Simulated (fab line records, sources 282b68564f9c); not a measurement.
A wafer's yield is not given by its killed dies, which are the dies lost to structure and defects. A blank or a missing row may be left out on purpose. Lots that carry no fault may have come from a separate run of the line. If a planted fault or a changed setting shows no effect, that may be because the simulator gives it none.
Chamber matching -- flow rit_cmos -- RIT_SPACER_ETCHBACK_05 on rie_diel-03: 4 sister chambers
The step etches Si3N4 in SF6/CHF3, stops on SiO2, target depth 250 nm, time 240 s. 14 wafers are shown with their chamber, then 7 later ones without.

WAFERS WITH THEIR CHAMBER
wafer,chamber,drypump_motor_current_A (A),throttle_valve_pct (%),oes_product_au (a.u.)
L331.1,3,5.4,10.12,0.862
L331.2,0,5.9,10.16,0.829
L331.3,1,5.3,10.08,0.836
L334.2,1,5.4,10.06,0.819
L334.3,0,5.9,10.16,0.825
L334.5,0,5.9,10.16,0.823
L336.2,2,5.3,10.30,0.842
L336.4,1,5.4,10.07,0.830
L336.5,1,5.3,10.05,0.830
L340.1,1,5.4,10.05,0.831
L340.3,0,5.9,10.18,0.830
L340.6,1,5.3,10.06,0.828
L343.3,2,5.3,10.29,0.833
L343.4,3,5.4,10.08,0.850

SIGNATURES (means of the wafers above)
reading,chamber 0,chamber 1,chamber 2,chamber 3,scatter within a chamber
drypump_motor_current_A,5.900,5.350,5.300,5.400,0.0387
throttle_valve_pct,10.1650,10.0617,10.2950,10.1000,0.0135
oes_product_au,0.82675,0.82900,0.83750,0.85600,0.00549
Rule: a wafer lies at a distance from a chamber equal to the root of the sum of squares, over the readings, of (its reading less the chamber's mean, divided by the reading's scatter). If the next closest chamber is less than 2 further off than the closest, the wafer can't be placed; otherwise it belongs to the closest. The scatter is the square root of a quotient: the sum, over the shown wafers, of each reading's squared deviation from its chamber's mean, divided by wafers minus chambers.

WAFERS WITH NO CHAMBER GIVEN
wafer,drypump_motor_current_A (A),throttle_valve_pct (%),oes_product_au (a.u.)
L343.6,5.9,10.17,0.838
L351.1,5.4,10.06,0.824
L351.2,5.3,10.28,0.827
L351.5,5.3,10.30,0.826
L353.1,5.9,10.16,0.825
L353.2,5.4,10.09,0.853
L353.4,5.4,10.06,0.834

CHAMBER TAKEN BY EACH
wafer,from the rows above,in truth
L343.6,0,0
L351.1,1,1
L351.2,2,2
L351.5,2,2
L353.1,0,0
L353.2,3,3
L353.4,1,1
Correct placement for 7 of the 7. Can't be placed from these rows: 0. Wrongly placed: 0.
